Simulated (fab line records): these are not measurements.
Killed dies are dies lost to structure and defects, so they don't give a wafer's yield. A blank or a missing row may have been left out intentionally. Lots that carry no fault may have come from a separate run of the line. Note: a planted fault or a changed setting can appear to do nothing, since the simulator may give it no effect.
fab line records | flow ritCmos
record lots=6 wafers=18 lastDay=7
route steps=202 shown SDANNEAL@155 PSD@157 NSD@158 PLDD@159 NLDD@160 SILICIDE@161 CONTACT@168 M1@202
lots with no fault: from the same line, run without faults
startH: hours from the record's first day to the start of the lot's first wafer shown | waitH: hours since the lot's step before | " repeats the value in the row above | L1.1+2: one row covering several wafers at once | - no value, or no start given | * or withheld: withheld | < > ~ a bound
route shown NAME@n: NAME is a module with steps in the file, n the number in the route of the first one | usual: mean/standard deviation of fault-free wafers | same: alike in all rows | chamber/n: place in a boat | sites: per-site readings | _std_site: their standard deviation | _edge_site: mean of outer sites minus mean of inner sites | radiusMm: how far each site lies from the wafer's centre | mask NAME#n: copy n | behind: tool/chamber where the wafer was last shaped | hold: reason for holding the lot/hours on hold/outcome of the hold | device: transistor that didn't switch, given as n, p or np | end of line: the route-end tests of the same wafers | step lacking rows: just its recipe | killed: the dies lost at the first sort to structure and to defects; this is not the yield of the wafer | map: the dies of a wafer, with x for killed, . for not killed, _ for no die there
set.NAME: setting as actually run; set.NAME@STEP: the setting as run at that earlier step | model.NAME: the simulator's own value behind a step, which no gauge read
certain route steps with their lots: each step a table, each wafer a row
services: when a tool's chamber went out of use (startH, in hours from the record's first day, below 0 if earlier), for how many hours, and the reason
## steps
# step RIT_SDANNEAL_CLEAN_02
# recipe chemistry=SC2 mix=3:3:50 timeS=600 tempC=75 dry=n2Spin
# step RIT_SDANNEAL_RTA_03
# recipe tempC=1050 timeS=5 idleTempC=600 rampUpCPerS=342 rampDownCPerS=171 coolToC=600 ambient=N2
# usual wafer_temp_C_max=1053.5/1.1
# columns lot.wafer tool chamber startH waitH wafer_temp_C_max
L574.3 rtpAnneal-02 0 60.27 0.0 1054.5
L574.4 " 0 " " 1052.6
L574.5 " 0 " " 1053.2
L579.1 rtpAnneal-01 0 82.73 0.0 1054.7
L579.4 " 0 " " 1053.6
L579.5 " 0 " " 1054.7
L582.1 rtpAnneal-02 0 92.50 0.0 1053.3
L582.5 " 0 " " 1052.7
L582.6 " 0 " " 1053.6
L584.3 rtpAnneal-02 0 101.29 0.0 1052.7
L584.4 " 0 " " 1056.3
L584.5 " 0 " " 1053.0
L589.4 rtpAnneal-01 0 128.38 0.0 1054.7
L589.5 " 0 " " 1054.0
L589.6 " 0 " " 1052.7
L593.2 rtpAnneal-01 0 156.05 0.0 1051.4
L593.3 " 0 " " 1056.7
L593.4 " 0 " " 1053.9
# step RIT_SDANNEAL_RS_MEAS_04
# recipe thkMeasGauge=four-point-probe
# usual PSD_RS=115.9/0.31
# columns lot.wafer tool chamber startH waitH PSD_RS[ohm/sq]
L574.3 filmMetro-03 - 60.35 0.1 115.9
L574.4 " - " " 115.8
L574.5 " - " " 115.9
L579.1 filmMetro-01 - 82.78 0.0 116.3
L579.4 " - " " 116.0
L579.5 " - " " 115.8
L582.1 filmMetro-03 - 92.56 0.0 115.6
L582.5 " - " " 116.0
L582.6 " - " " 116.0
L584.3 filmMetro-01 - 101.37 0.1 115.5
L584.4 " - " " 115.3
L584.5 " - " " 115.5
L589.4 filmMetro-01 - 128.47 0.1 115.9
L589.5 " - " " 115.8
L589.6 " - " " 115.6
L593.2 filmMetro-01 - 156.12 0.1 116.1
L593.3 " - " " 116.6
L593.4 " - " " 115.9
# step RIT_SDANNEAL_RS_MEAS_05
# recipe thkMeasGauge=four-point-probe
# usual NSD_RS=84.60/0.26
# columns lot.wafer tool chamber startH waitH NSD_RS[ohm/sq]
L574.3 filmMetro-03 - 60.47 0.1 84.68
L574.4 " - " " 84.70
L574.5 " - " " 84.60
L579.1 filmMetro-01 - 82.90 0.1 84.58
L579.4 " - " " 84.44
L579.5 " - " " 84.92
L582.1 filmMetro-03 - 92.68 0.1 85.00
L582.5 " - " " 85.30
L582.6 " - " " 85.15
L584.3 filmMetro-01 - 101.49 0.1 84.17
L584.4 " - " " 84.28
L584.5 " - " " 84.48
L589.4 filmMetro-01 - 128.59 0.1 84.75
L589.5 " - " " 84.99
L589.6 " - " " 84.73
L593.2 filmMetro-01 - 156.24 0.1 84.68
L593.3 " - " " 84.91
L593.4 " - " " 84.70
# step RIT_SDANNEAL_RS_MEAS_06
# recipe thkMeasGauge=four-point-probe
# usual PLDD_RS=178.8/0.46
# columns lot.wafer tool chamber startH waitH PLDD_RS[ohm/sq]
L574.3 filmMetro-03 - 60.59 0.1 179.0
L574.4 " - " " 178.8
L574.5 " - " " 178.9
L579.1 filmMetro-01 - 83.02 0.1 178.8
L579.4 " - " " 179.0
L579.5 " - " " 178.8
L582.1 filmMetro-03 - 92.80 0.1 178.3
L582.5 " - " " 178.9
L582.6 " - " " 178.6
L584.3 filmMetro-01 - 101.61 0.1 178.3
L584.4 " - " " 178.2
L584.5 " - " " 178.2
L589.4 filmMetro-01 - 128.71 0.1 178.1
L589.5 " - " " 178.0
L589.6 " - " " 178.2
L593.2 filmMetro-01 - 156.36 0.1 178.4
L593.3 " - " " 179.1
L593.4 " - " " 179.3
# step RIT_SDANNEAL_RS_MEAS_07
# recipe thkMeasGauge=four-point-probe
# usual NLDD_RS=151.6/0.5
# columns lot.wafer tool chamber startH waitH NLDD_RS[ohm/sq]
L574.3 filmMetro-03 - 60.71 0.1 152.4
L574.4 " - " " 152.6
L574.5 " - " " 152.4
L579.1 filmMetro-01 - 83.14 0.1 150.6
L579.4 " - " " 150.5
L579.5 " - " " 151.0
L582.1 filmMetro-03 - 92.92 0.1 151.6
L582.5 " - " " 152.0
L582.6 " - " " 151.8
L584.3 filmMetro-01 - 101.73 0.1 152.5
L584.4 " - " " 152.4
L584.5 " - " " 152.8
L589.4 filmMetro-01 - 128.83 0.1 151.2
L589.5 " - " " 151.1
L589.6 " - " " 151.3
L593.2 filmMetro-01 - 156.48 0.1 151.6
L593.3 " - " " 151.9
L593.4 " - " " 151.5
# step RIT_SILICIDE_WET_ETCH_00
# recipe chemistry=BOE target=SiO2 targetDepthNm=14 timeS=15 dry=n2Spin dilution=10:1 tempC=21.5
# step RIT_SILICIDE_SPUTTER_01
# recipe material=Ti targetThkNm=30 powerW=350 chamberPressurePa=0.667 gas=Ar timeS=240 substrateTempC=25
# usual throttleValvePct=29.7/0.93
# columns lot.wafer tool chamber startH waitH throttleValvePct
L574.3 pvdSputter-01 - 60.80 0.0 29.0
L574.4 " - " " 28.5
L574.5 " - " " 29.0
L579.1 pvdSputter-03 - 83.28 0.0 29.6
L579.4 " - " " 31.2
L579.5 " - " " 29.4
L582.1 pvdSputter-01 - 93.06 0.0 29.0
L582.5 " - " " 28.2
L582.6 " - " " 29.0
L584.3 pvdSputter-01 - 101.82 0.0 29.5
L584.4 " - " " 29.2
L584.5 " - " " 28.4
L589.4 pvdSputter-03 - 128.90 0.0 29.3
L589.5 " - " " 29.7
L589.6 " - " " 29.2
L593.2 pvdSputter-03 - 156.59 0.0 29.9
L593.3 " - " " 29.4
L593.4 " - " " 31.2
# step RIT_SILICIDE_RS_MEAS_02
# recipe thkMeasGauge=four-point-probe reads=Ti_of_SILICIDE_SPUTTER_01
# usual SILICIDE_TI_RS=47.8/0.72
# columns lot.wafer tool chamber startH waitH SILICIDE_TI_RS[ohm/sq]
L574.3 filmMetro-02 - 60.99 0.1 46.4
L574.4 " - " " 48.2
L574.5 " - " " 47.0
L579.1 filmMetro-01 - 83.43 0.1 48.5
L579.4 " - " " 48.3
L579.5 " - " " 49.4
L582.1 filmMetro-01 - 93.21 0.1 48.0
L582.5 " - " " 48.8
L582.6 " - " " 47.4
L584.3 filmMetro-02 - 102.01 0.1 46.5
L584.4 " - " " 46.7
L584.5 " - " " 47.2
L589.4 filmMetro-04 - 129.11 0.1 48.1
L589.5 " - " " 47.3
L589.6 " - " " 48.0
L593.2 filmMetro-02 - 156.76 0.1 47.5
L593.3 " - " " 48.2
L593.4 " - " " 47.2
# step RIT_SILICIDE_THK_MEAS_03
# recipe thkMeasGauge=xrf reads=Ti_of_SILICIDE_SPUTTER_01
# usual SILICIDE_TI_THK=30.2/0.38
# columns lot.wafer tool chamber startH waitH SILICIDE_TI_THK[nm]
L574.3 filmMetro-02 - 61.09 0.1 30.7
L574.4 " - " " 29.9
L574.5 " - " " 30.6
L579.1 filmMetro-01 - 83.55 0.1 29.8
L579.4 " - " " 30.0
L579.5 " - " " 29.3
L582.1 filmMetro-01 - 93.33 0.1 29.9
L582.5 " - " " 29.6
L582.6 " - " " 30.2
L584.3 filmMetro-02 - 102.11 0.1 30.9
L584.4 " - " " 30.8
L584.5 " - " " 30.6
L589.4 filmMetro-04 - 129.20 0.1 30.3
L589.5 " - " " 30.5
L589.6 " - " " 30.1
L593.2 filmMetro-02 - 156.87 0.1 30.2
L593.3 " - " " 30.1
L593.4 " - " " 30.6
# step RIT_SILICIDE_RTA_04
# recipe tempC=650 timeS=10 idleTempC=25 rampUpS=5 rampDownS=5 coolToC=25 ambient=N2
# usual wafer_temp_C_max=652.5/0.52
# columns lot.wafer tool chamber startH waitH wafer_temp_C_max
L574.3 rtpAnneal-01 0 61.15 0.1 652.9
L574.4 " 0 " " 652.7
L574.5 " 0 " " 653.1
L579.1 rtpAnneal-02 0 83.61 0.1 652.8
L579.4 " 0 " " 653.7
L579.5 " 0 " " 652.3
L582.1 rtpAnneal-01 0 93.39 0.1 652.1
L582.5 " 0 " " 652.3
L582.6 " 0 " " 652.2
L584.3 rtpAnneal-01 0 102.17 0.1 652.3
L584.4 " 0 " " 652.5
L584.5 " 0 " " 652.3
L589.4 rtpAnneal-02 0 129.27 0.1 652.4
L589.5 " 0 " " 653.1
L589.6 " 0 " " 652.0
L593.2 rtpAnneal-02 0 156.93 0.1 652.1
L593.3 " 0 " " 652.0
L593.4 " 0 " " 652.2
# step RIT_SILICIDE_WET_ETCH_05
# recipe chemistry=SPM target=Ti tempC=90 timeS=120 dry=n2Spin
# step RIT_SILICIDE_RTA_06
# recipe tempC=750 timeS=10 idleTempC=25 rampUpS=5 rampDownS=10 coolToC=25 ambient=N2
# usual wafer_temp_C_max=753.0/0.64
# columns lot.wafer tool chamber startH waitH wafer_temp_C_max
L574.3 rtpAnneal-02 0 61.26 0.0 751.6
L574.4 " 0 " " 753.0
L574.5 " 0 " " 752.3
L579.1 rtpAnneal-01 0 83.75 0.0 752.9
L579.4 " 0 " " 752.4
L579.5 " 0 " " 752.6
L582.1 rtpAnneal-02 0 93.49 0.0 693.7
L582.5 " 0 " " 692.3
L582.6 " 0 " " 692.3
L584.3 rtpAnneal-02 0 102.28 0.0 692.7
L584.4 " 0 " " 692.3
L584.5 " 0 " " 692.1
L589.4 rtpAnneal-01 0 129.37 0.0 753.2
L589.5 " 0 " " 752.4
L589.6 " 0 " " 752.8
L593.2 rtpAnneal-01 0 157.04 0.0 752.0
L593.3 " 0 " " 754.7
L593.4 " 0 " " 752.6
# step RIT_CONTACT_CVD_00
# recipe material=SiO2 targetThkNm=400 precursor=TEOS tempC=390 timeS=61 rfW=400
# usual heaterPowerW=322/74
# columns lot.wafer tool chamber startH waitH heaterPowerW
L574.3 pecvd-04 1 61.31 0.0 201
L574.4 " 2 " " 261
L574.5 " 0 " " 281
L579.1 pecvd-01 2 83.81 0.1 320
L579.4 " 2 " " 326
L579.5 " 1 " " 329
L582.1 pecvd-01 1 93.56 0.1 323
L582.5 " 1 " " 332
L582.6 " 0 " " 227
L584.3 pecvd-02 0 102.33 0.0 412
L584.4 " 2 " " 499
L584.5 " 0 " " 419
L589.4 pecvd-04 2 129.43 0.0 289
L589.5 " 0 " " 313
L589.6 " 1 " " 171
L593.2 pecvd-02 0 157.10 0.0 332
L593.3 " 2 " " 441
L593.4 " 0 " " 358
# step RIT_M1_PROBE_99
# usual killedAtFrontEnd=7/3 killedDies=7/3 killedOpen=3.4/1.8 killedShort=3.8/2.1
# same grossDies=264 killed_at_M0_to_M3=0 killed_at_M4_up=0 killedAtBackSide=0 killedAtContacts=0 killedAtOther=0
# columns lot.wafer tool chamber startH waitH killedAtFrontEnd killedDies killedOpen killedShort
L574.3 prober-01 - 67.92 0.2 12 12 5 7
L574.4 prober-01 - 67.97 0.2 10 10 5 5
L574.5 prober-01 - 68.02 0.2 5 5 2 3
L579.1 prober-02 - 92.13 0.1 7 7 3 4
L579.4 prober-02 - 92.28 0.2 7 7 4 3
L579.5 prober-02 - 92.33 0.2 5 5 0 5
L582.1 prober-02 - 100.05 0.1 8 8 3 5
L582.5 prober-02 - 100.25 0.2 5 5 2 3
L582.6 prober-02 - 100.30 0.2 5 5 3 2
L584.3 prober-02 - 108.87 0.2 4 4 0 4
L584.4 prober-02 - 108.92 0.2 8 8 5 3
L584.5 prober-02 - 108.97 0.2 7 7 4 3
L589.4 prober-01 - 135.79 0.2 7 7 3 4
L589.5 prober-01 - 135.84 0.2 4 4 2 2
L589.6 prober-01 - 135.89 0.2 3 3 0 3
L593.2 prober-01 - 163.78 0.1 8 8 4 4
L593.3 prober-01 - 163.83 0.2 10 10 5 5
L593.4 prober-01 - 163.88 0.2 7 7 3 4
# killed by level:class
L574.3 GATE:geometricParticle:short=3 GATE:geometricParticle:open=3 REOX:geometricParticle:short=3 FOX1:geometricParticle:short=1 REOX:geometricParticle:open=1 SILICIDE:geometricParticle:open=1
L574.4 FOX1:geometricParticle:short=2 GATE:geometricParticle:short=2 REOX:geometricParticle:open=2 FOX1:geometricParticle:open=1 FOX2:geometricParticle:open=1 GATE:geometricParticle:open=1 REOX:geometricParticle:short=1
L574.5 GATE:geometricParticle:short=2 SPACER:geometricParticle:open=2 SILICIDE:geometricParticle:short=1
L579.1 REOX:geometricParticle:short=3 REOX:geometricParticle:open=3 GATE:geometricParticle:short=1
L579.4 GATE:geometricParticle:short=3 GATE:geometricParticle:open=1 SPACER:geometricParticle:open=1 REOX:geometricParticle:open=1 SILICIDE:geometricParticle:open=1
L579.5 GATE:geometricParticle:short=3 SPACER:geometricParticle:short=1 REOX:geometricParticle:short=1
L582.1 GATE:geometricParticle:open=2 FOX1:geometricParticle:short=1 GATE:geometricParticle:short=1 REOX:geometricParticle:short=1 SPACER:geometricParticle:short=1 SILICIDE:geometricParticle:open=1 SILICIDE:geometricParticle:short=1
L582.5 GATE:geometricParticle:open=1 GATE:geometricParticle:short=1 SPACER:geometricParticle:open=1 SPACER:geometricParticle:short=1 SILICIDE:geometricParticle:short=1
L582.6 FOX2:geometricParticle:short=1 GATE:geometricParticle:short=1 GATE:geometricParticle:open=1 REOX:geometricParticle:open=1 SPACER:geometricParticle:open=1
L584.3 FOX1:geometricParticle:short=1 REOX:geometricParticle:short=1 SPACER:geometricParticle:short=1 SILICIDE:geometricParticle:short=1
L584.4 GATE:geometricParticle:open=3 FOX1:geometricParticle:short=1 GATE:geometricParticle:short=1 REOX:geometricParticle:open=1 SPACER:geometricParticle:open=1 SILICIDE:geometricParticle:short=1
L584.5 GATE:geometricParticle:open=3 REOX:geometricParticle:short=2 GATE:geometricParticle:short=1 REOX:geometricParticle:open=1
L589.4 GATE:geometricParticle:short=2 FOX1:geometricParticle:open=1 FOX2:geometricParticle:short=1 GATE:geometricParticle:open=1 SILICIDE:geometricParticle:short=1 SILICIDE:geometricParticle:open=1
L589.5 FOX2:geometricParticle:short=1 REOX:geometricParticle:open=1 SPACER:geometricParticle:short=1 SILICIDE:geometricParticle:open=1
L589.6 FOX1:geometricParticle:short=2 REOX:geometricParticle:short=1
L593.2 GATE:geometricParticle:short=3 GATE:geometricParticle:open=2 FOX1:geometricParticle:open=1 FOX1:geometricParticle:short=1 FOX2:geometricParticle:open=1
L593.3 FOX2:geometricParticle:short=2 GATE:geometricParticle:open=2 SILICIDE:geometricParticle:short=2 FOX1:geometricParticle:open=1 FOX1:geometricParticle:short=1 REOX:geometricParticle:open=1 SILICIDE:geometricParticle:open=1
L593.4 GATE:geometricParticle:short=2 FOX1:geometricParticle:open=1 FOX1:geometricParticle:short=1 FOX2:geometricParticle:open=1 SILICIDE:geometricParticle:short=1 REOX:geometricParticle:open=1
## services
# columns tool chamber startH hours kind
pecvd-01 0 42.62 12.4 repair
pvdSputter-01 - 61.80 3.1 repair
pvdSputter-03 - 71.13 1.3 repair
pecvd-04 - 83.95 6.0 pm
## key
firstSign step=RIT_SILICIDE_RTA_06 reading=wafer_temp_C_max direction=down sigmas=95 usual=* struck=*
effect none on later readings
metAt RIT_SILICIDE_RTA_06
struckWafers L582.1,L582.5,L582.6,L584.3,L584.4,L584.5
testerLeftOut L582,L584
onsetBetween 61.26 93.49
fault kind=processParameterDrift tool=rtpAnneal-02 chamber=- onsetH=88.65 steps=RIT_SILICIDE_RTA_06 channel=tempC offset=* shape=step endH=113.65 actsIn=* stated=*
# testerLeftOut: of these lots the tester's yield and bins aren't shown, on N5 and GAA mostly nor the transistor test; their killed dies are dies lost to structure and defects alone, not to doping, threshold or leakage, so they don't give the yield
